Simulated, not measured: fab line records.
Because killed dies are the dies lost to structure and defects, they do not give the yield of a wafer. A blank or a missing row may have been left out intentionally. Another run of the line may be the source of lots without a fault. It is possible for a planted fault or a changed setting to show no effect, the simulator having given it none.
fab line records    flow ritCmos
[record] lots = 6  wafers = 18  lastDay = 7
route steps=202 shown M1@184
lots that met no fault: taken from a fault-free run of the same line
startH: the number of hours between the record's first day and the start of the first shown wafer of the lot    waitH: time in hours since the lot's previous step    " the same as in the row above    L1.1+2: a row that stands for several wafers    - no value, or no start given    * or withheld: withheld    < > ~ a bound
route shown NAME@n: names a module that has steps shown in the file, with the first one's number in the route    usual: mean and standard deviation over wafers with no fault    same: alike in all rows    chamber/n: place in a boat    sites: readings site by site    _std_site: how widely they spread, as a standard deviation    _edge_site: outer sites' mean less inner sites'    radiusMm: how far each site lies from the wafer's centre    mask NAME#n: copy n    behind: the most recent tool/chamber to have shaped the wafer    hold: why the lot was held/for how many hours/how that ended    device: the n, p or np transistor that did not switch    end of line: at the end of the route, the tests of the same wafers    step lacking rows: just its recipe    killed: dies that structure and defects cost at the first sort, which is not the same as the wafer's yield    map: the dies of a wafer, with x for killed, . for not killed, _ for no die there
set.NAME: setting as actually run; set.NAME@STEP: the setting as run at that earlier step    model.NAME: the simulator's own value behind a step, which no gauge read
lots at selected steps of the route; one table per step, one row per wafer
services: when a tool's chamber went out of use (startH, in hours from the record's first day, below 0 if earlier), for how many hours, and the reason
[[steps]]
[step RIT_M1_SPUTTER_00]
[recipe] material = Al  targetThkNm = 400  powerW = 2000  chamberPressurePa = 0.4  gas = Ar  timeS = 500  substrateTempC = 25
[usual] throttleValvePct = 30.3/0.96
lot.wafer  tool           chamber  startH  waitH  throttleValvePct
L914.2     pvdSputter-04  -        57.99   0.0    29.5
L914.3     "              -        "       "      30.6
L914.6     "              -        "       "      29.6
L923.1     pvdSputter-03  -        103.28  0.0    30.9
L923.3     "              -        "       "      29.9
L923.4     "              -        "       "      29.4
L926.1     pvdSputter-02  -        122.24  0.0    29.3
L926.5     "              -        "       "      29.2
L926.6     "              -        "       "      30.0
L930.1     pvdSputter-04  -        138.94  0.0    30.6
L930.2     "              -        "       "      29.3
L930.5     "              -        "       "      30.5
L932.1     pvdSputter-02  -        149.00  0.0    29.3
L932.4     "              -        "       "      29.1
L932.6     "              -        "       "      29.1
L934.1     pvdSputter-02  -        159.31  0.0    30.1
L934.5     "              -        "       "      28.9
L934.6     "              -        "       "      29.4
[step RIT_M1_RS_MEAS_01]
[recipe] thkMeasGauge = four-point-probe  reads = Al_of_M1_SPUTTER_00
[usual] M1_AL_RS = 0.0737/0.00093
lot.wafer  tool          chamber  startH  waitH  M1_AL_RS[ohm/sq]
L914.2     filmMetro-01  -        58.30   0.2    0.0721
L914.3     "             -        "       "      0.0732
L914.6     "             -        "       "      0.0727
L923.1     filmMetro-02  -        103.58  0.1    0.0730
L923.3     "             -        "       "      0.0742
L923.4     "             -        "       "      0.0733
L926.1     filmMetro-03  -        122.54  0.1    0.0746
L926.5     "             -        "       "      0.0747
L926.6     "             -        "       "      0.0749
L930.1     filmMetro-03  -        139.24  0.1    0.0740
L930.2     "             -        "       "      0.0723
L930.5     "             -        "       "      0.0745
L932.1     filmMetro-01  -        149.30  0.1    0.0751
L932.4     "             -        "       "      0.0742
L932.6     "             -        "       "      0.0756
L934.1     filmMetro-02  -        159.60  0.1    0.0743
L934.5     "             -        "       "      0.0717
L934.6     "             -        "       "      0.0738
[step RIT_M1_THK_MEAS_02]
[recipe] thkMeasGauge = xrf  reads = Al_of_M1_SPUTTER_00
[usual] M1_AL_THK = 399/5.2
lot.wafer  tool          chamber  startH  waitH  M1_AL_THK[nm]
L914.2     filmMetro-01  -        58.41   0.1    408
L914.3     "             -        "       "      401
L914.6     "             -        "       "      405
L923.1     filmMetro-02  -        103.70  0.1    400
L923.3     "             -        "       "      393
L923.4     "             -        "       "      395
L926.1     filmMetro-03  -        122.66  0.1    392
L926.5     "             -        "       "      392
L926.6     "             -        "       "      395
L930.1     filmMetro-03  -        139.36  0.1    399
L930.2     "             -        "       "      406
L930.5     "             -        "       "      396
L932.1     filmMetro-01  -        149.42  0.1    390
L932.4     "             -        "       "      395
L932.6     "             -        "       "      387
L934.1     filmMetro-02  -        159.72  0.1    393
L934.5     "             -        "       "      409
L934.6     "             -        "       "      399
[step RIT_M1_HMDS_03]
[recipe] primeTimeS = 60  primeTempC = 140
[step RIT_M1_COAT_04]
[recipe] resist = NOVOLAK  spinRpm = 2000  resistThkNm = 1300
[step RIT_M1_SOFTBAKE_05]
[recipe] resist = NOVOLAK  tempC = 90  timeS = 60
[step RIT_M1_EXPOSE_06]
[recipe] maskId = M12  na = 0.6  sourceShape = conventional  sigmaOuter = 0.5  targetCdNm = 2600  doseMj = 246.5
[step RIT_M1_PEB_07]
[recipe] resist = NOVOLAK  tempC = withheld  timeS = withheld
[step RIT_M1_DEVELOP_08]
[recipe] resist = NOVOLAK  developTimeS = 64.68  devTempC = 23
[step RIT_M1_CD_MEAS_09]
[recipe] targetCdNm = 2600
[usual] cdNm = 2600.1/2.2
lot.wafer  tool      chamber  startH  waitH  cdNm
L914.2     cdSem-01  -        59.58   -      2600.4
L914.3     "         -        "       "      2601.3
L914.6     "         -        "       "      2600.1
L923.1     cdSem-01  -        104.64  -      2598.3
L923.3     "         -        "       "      2600.7
L923.4     "         -        "       "      2601.0
L926.1     cdSem-01  -        123.75  -      2602.5
L926.5     "         -        "       "      2601.3
L926.6     "         -        "       "      2603.5
L930.1     cdSem-01  -        140.44  -      2601.8
L930.2     "         -        "       "      2598.9
L930.5     "         -        "       "      2602.1
L932.1     cdSem-01  -        150.36  -      2600.4
L932.4     "         -        "       "      2599.3
L932.6     "         -        "       "      2601.2
L934.1     cdSem-01  -        160.66  -      2597.2
L934.5     "         -        "       "      2597.3
L934.6     "         -        "       "      2598.1
[step RIT_M1_OVL_MEAS_10]
[usual] M1_OVL = -0.6/1.3
lot.wafer  tool        chamber  startH  waitH  M1_OVL[nm]
L914.2     overlay-01  -        59.69   0.1    -0.2
L914.3     "           -        "       "      -1.9
L914.6     "           -        "       "      -2.8
L923.1     overlay-02  -        104.76  0.1    -1.6
L923.3     "           -        "       "      -0.7
L923.4     "           -        "       "      -0.4
L926.1     overlay-02  -        123.87  0.1    0.7
L926.5     "           -        "       "      -0.3
L926.6     "           -        "       "      -1.2
L930.1     overlay-01  -        140.56  0.1    -2.3
L930.2     "           -        "       "      -0.5
L930.5     "           -        "       "      0.4
L932.1     overlay-01  -        150.48  0.1    0.6
L932.4     "           -        "       "      0.9
L932.6     "           -        "       "      -0.2
L934.1     overlay-02  -        160.78  0.1    -0.6
L934.5     "           -        "       "      -1.7
L934.6     "           -        "       "      -1.9
[step RIT_M1_HARDBAKE_11]
[recipe] resist = NOVOLAK  tempC = 140  timeS = 120
[step RIT_M1_METAL_ETCH_12]
[recipe] stopOn = SiO2  chemistry = Cl2/BCl3  target = Al  timeS = 165  overEtchFrac = 0.5  pressureMtorr = 100  targetDepthA = 6000  rfW = 250  Cl2_flow_sccm = 60  bcl3FlowSccm = 50
[usual] drypumpMotorCurrentA = 5.7/0.36  oesProductAu = 0.770/0.011  throttleValvePct = 8.30/0.15
lot.wafer  tool         chamber  startH  waitH  drypumpMotorCurrentA  oesProductAu  rfHoursCounterH  throttleValvePct  model.NOVOLAK_of_M1_COAT_04.thkNm  model.SiO2_of_CONTACT_CVD_00.thkNm  model.M1.featureDepthNm
L914.2     rieMetal-03  0        59.97   0.2    5.4                   0.796         1                8.45              812                                342.3                               439.3
L914.3     "            0        "       "      5.4                   0.788         -                8.46              817.3                              345.7                               434.1
L914.6     "            1        "       "      6.1                   0.778         -                8.30              817.5                              356.6                               436.2
L923.1     rieMetal-03  0        105.05  0.2    5.4                   0.791         1                8.46              696.9                              335.3                               446.4
L923.3     "            0        "       "      5.4                   0.778         -                8.45              691.9                              345.1                               439.6
L923.4     "            1        "       "      6.1                   0.770         -                8.30              816.4                              346.2                               430.9
L926.1     rieMetal-03  1        124.33  0.2    6.1                   0.764         2                8.31              819.1                              347.7                               425
L926.5     "            1        "       "      6.1                   0.765         -                8.31              820.6                              343.5                               424.9
L926.6     "            0        "       "      5.4                   0.785         -                8.46              698                                339.4                               437.3
L930.1     rieMetal-01  1        140.84  0.2    5.3                   0.760         3                8.47              810.4                              335.2                               428.8
L930.2     "            0        "       "      6.1                   0.770         3                8.05              809.7                              349.2                               438.2
L930.5     "            0        "       "      6.1                   0.756         -                8.08              806.4                              346.3                               427.6
L932.1     rieMetal-01  0        150.77  0.2    6.1                   0.753         4                8.04              805.5                              348.5                               424.4
L932.4     "            1        "       "      5.3                   0.757         -                8.48              803.3                              353.7                               429
L932.6     "            0        "       "      6.2                   0.749         -                8.08              808.5                              359                                 421.6
L934.1     rieMetal-04  1        161.07  0.2    5.4                   0.779         0                8.38              807.7                              359.6                               427.6
L934.5     "            0        "       "      5.6                   0.780         -                8.14              824.6                              366.5                               439.3
L934.6     "            1        "       "      5.4                   0.792         -                8.39              818.3                              355                                 429.9
[step RIT_M1_STRIP_13]
[recipe] chemistry = nmp  resist = NOVOLAK  tempC = 80  timeS = 600  dry = n2Spin
[step RIT_M1_PROBE_99]
[usual] defectLimitedYield = 97.2/1.1  killedAtFrontEnd = 7.2/2.9  killedDies = 7.4/2.9  killedOpen = 3.8/2  killedShort = 3.5/2  sort_bin_3_pad_short = 0.1/0.2  sort_bin_5_function = 1.7/0.83  sort_bin_6_memory = 1.0/0.61  sortNPass = 256.6/2.9  sortYieldPct = 97.2/1.1
[same] grossDies = 264  killed_at_M0_to_M3 = 0  killed_at_M4_up = 0  killedAtBackSide = 0  killedAtContacts = 0  killedAtOther = 0
lot.wafer  tool       chamber  startH  waitH  defectLimitedYield[%]  killedAtFrontEnd  killedDies  killedOpen  killedShort  sort_bin_3_pad_short[%]  sort_bin_5_function[%]  sort_bin_6_memory[%]  sortNPass  sortYieldPct[%]  model.etest.antennaM1.vtShiftV
L914.2     prober-01  -        62.41   0.1    98.1                   5                 5           3           2            0                        1.1                     0.8                   259.0      98.1             -0.01062
L914.3     prober-01  -        62.46   0.2    96.2                   10                10          6           4            0                        1.9                     1.9                   254.0      96.2             -0.01223
L914.6     prober-01  -        62.61   0.2    97.0                   8                 8           5           3            0                        1.9                     1.1                   256.0      97.0             -0.01105
L923.1     prober-02  -        107.50  0.1    97.0                   8                 8           5           3            0.4                      1.5                     1.1                   256.0      97.0             -0.0209
L923.3     prober-02  -        107.60  0.2    98.9                   3                 3           2           1            0                        0.8                     0.4                   261.0      98.9             -0.02245
L923.4     prober-02  -        107.65  0.2    98.1                   5                 5           4           1            0                        1.5                     0.4                   259.0      98.1             -0.008878
L926.1     prober-02  -        126.59  0.1    96.2                   10                10          4           6            0                        2.7                     1.1                   254.0      96.2             -0.008388
L926.5     prober-02  -        126.79  0.2    94.3                   15                15          10          5            0.4                      3.8                     1.5                   249.0      94.3             -0.01195
L926.6     prober-02  -        126.84  0.2    97.3                   7                 7           4           3            0.4                      1.5                     0.8                   257.0      97.3             -0.02642
L930.1     prober-02  -        143.11  0.1    96.6                   9                 9           5           4            0                        2.3                     1.1                   255.0      96.6             -0.01375
L930.2     prober-02  -        143.16  0.1    97.7                   6                 6           2           4            0                        2.3                     0                     258.0      97.7             -0.01124
L930.5     prober-02  -        143.31  0.2    97.0                   8                 8           3           5            0                        1.1                     1.9                   256.0      97.0             -0.01444
L932.1     prober-02  -        153.02  0.1    97.7                   6                 6           3           3            0                        1.5                     0.8                   258.0      97.7             -0.0128
L932.4     prober-02  -        153.17  0.2    95.8                   11                11          4           7            0.8                      1.5                     1.9                   253.0      95.8             -0.008793
L932.6     prober-02  -        153.27  0.2    96.2                   10                10          6           4            0                        1.9                     1.9                   254.0      96.2             -0.01043
L934.1     prober-02  -        163.32  0.1    97.3                   7                 7           6           1            0                        1.1                     1.5                   257.0      97.3             -0.01471
L934.5     prober-02  -        163.52  0.2    98.1                   5                 5           1           4            0.4                      0.4                     1.1                   259.0      98.1             -0.009612
L934.6     prober-02  -        163.57  0.2    93.6                   17                17          8           9            0                        4.9                     1.5                   247.0      93.6             -0.01323
// killed by level:class
L914.2 REOX:geometricParticle:open=2 GATE:geometricParticle:short=1 SPACER:geometricParticle:open=1 SPACER:geometricParticle:short=1
L914.3 GATE:geometricParticle:open=2 REOX:geometricParticle:short=2 REOX:geometricParticle:open=2 FOX1:geometricParticle:open=1 FOX2:geometricParticle:short=1 GATE:geometricParticle:short=1 SPACER:geometricParticle:open=1
L914.6 GATE:geometricParticle:open=2 SPACER:geometricParticle:open=2 FOX2:geometricParticle:short=1 REOX:geometricParticle:short=1 SPACER:geometricParticle:short=1 SILICIDE:geometricParticle:open=1
L923.1 GATE:geometricParticle:open=3 FOX1:geometricParticle:open=2 GATE:geometricParticle:short=2 FOX2:geometricParticle:short=1
L923.3 FOX1:geometricParticle:open=1 FOX1:geometricParticle:short=1 REOX:geometricParticle:open=1
L923.4 FOX1:geometricParticle:open=2 REOX:geometricParticle:short=1 REOX:geometricParticle:open=1 SILICIDE:geometricParticle:open=1
L926.1 GATE:geometricParticle:short=4 SILICIDE:geometricParticle:open=2 SILICIDE:geometricParticle:short=2 GATE:geometricParticle:open=1 SPACER:geometricParticle:open=1
L926.5 SILICIDE:geometricParticle:open=4 FOX2:geometricParticle:short=3 SPACER:geometricParticle:open=3 GATE:geometricParticle:open=2 FOX2:geometricParticle:open=1 GATE:geometricParticle:short=1 SPACER:geometricParticle:short=1
L926.6 GATE:geometricParticle:open=3 FOX1:geometricParticle:short=1 FOX2:geometricParticle:open=1 GATE:geometricParticle:short=1 REOX:geometricParticle:short=1
L930.1 GATE:geometricParticle:open=3 GATE:geometricParticle:short=2 REOX:geometricParticle:short=2 REOX:geometricParticle:open=1 SILICIDE:geometricParticle:open=1
L930.2 SILICIDE:geometricParticle:short=2 FOX1:geometricParticle:open=1 FOX2:geometricParticle:short=1 REOX:geometricParticle:short=1 REOX:geometricParticle:open=1
L930.5 GATE:geometricParticle:short=2 SPACER:geometricParticle:open=2 SPACER:geometricParticle:short=2 FOX2:geometricParticle:short=1 GATE:geometricParticle:open=1
L932.1 GATE:geometricParticle:open=2 SILICIDE:geometricParticle:short=2 SPACER:geometricParticle:short=1 SILICIDE:geometricParticle:open=1
L932.4 FOX1:geometricParticle:short=2 GATE:geometricParticle:short=2 SPACER:geometricParticle:open=2 FOX2:geometricParticle:short=1 GATE:geometricParticle:open=1 SPACER:geometricParticle:short=1 SILICIDE:geometricParticle:short=1 SILICIDE:geometricParticle:open=1
L932.6 GATE:geometricParticle:open=2 SILICIDE:geometricParticle:short=2 SILICIDE:geometricParticle:open=2 FOX2:geometricParticle:short=1 REOX:geometricParticle:short=1 REOX:geometricParticle:open=1 SPACER:geometricParticle:open=1
L934.1 GATE:geometricParticle:open=4 SPACER:geometricParticle:open=2 GATE:geometricParticle:short=1
L934.5 FOX1:geometricParticle:short=2 FOX1:geometricParticle:open=1 GATE:geometricParticle:short=1 SILICIDE:geometricParticle:short=1
L934.6 FOX1:geometricParticle:short=3 GATE:geometricParticle:short=3 GATE:geometricParticle:open=3 FOX1:geometricParticle:open=2 SILICIDE:geometricParticle:open=2 ACTIVE:geometricParticle:short=1 FOX2:geometricParticle:open=1 REOX:geometricParticle:short=1
[[services]]
tool           chamber  startH  hours  kind
pvdSputter-02  -        53.78   10.5   repair
rieMetal-03    0        69.67   29.5   repair
rieMetal-04    1        99.56   8.8    repair
rieMetal-01    -        115.84  0.8    repair
pvdSputter-03  -        120.84  3.1    repair
rieMetal-04    -        131.44  2.8    pm
rieMetal-04    -        136.12  20.0   pm
rieMetal-04    0        136.12  20.0   ventCycle
rieMetal-04    1        136.12  20.0   ventCycle
rieMetal-01    -        153.27  1.0    repair
rieMetal-04    0        156.12  -      clean
rieMetal-04    1        156.12  -      clean
pvdSputter-03  -        160.78  2.8    repair
[[key]]
firstSign none at tools or gauges
[modelEffect] step = RIT_M1_METAL_ETCH_12  value = NOVOLAK_of_M1_COAT_04.thkNm  without = 811  struck = 695.6
[modelEffect] step = RIT_M1_PROBE_99  value = etest.antennaM1.vtShiftV  without = -0.01185  struck = -0.02326
metAt RIT_M1_METAL_ETCH_12
struckWafers L923.1,L923.3,L926.6
onsetBetween 59.97 105.05
[fault] kind = processParameterDrift  tool = rieMetal-03  chamber = 0  onsetH = 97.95  steps = RIT_M1_METAL_ETCH_12  channel = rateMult  offset = 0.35  shape = step  endH = 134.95
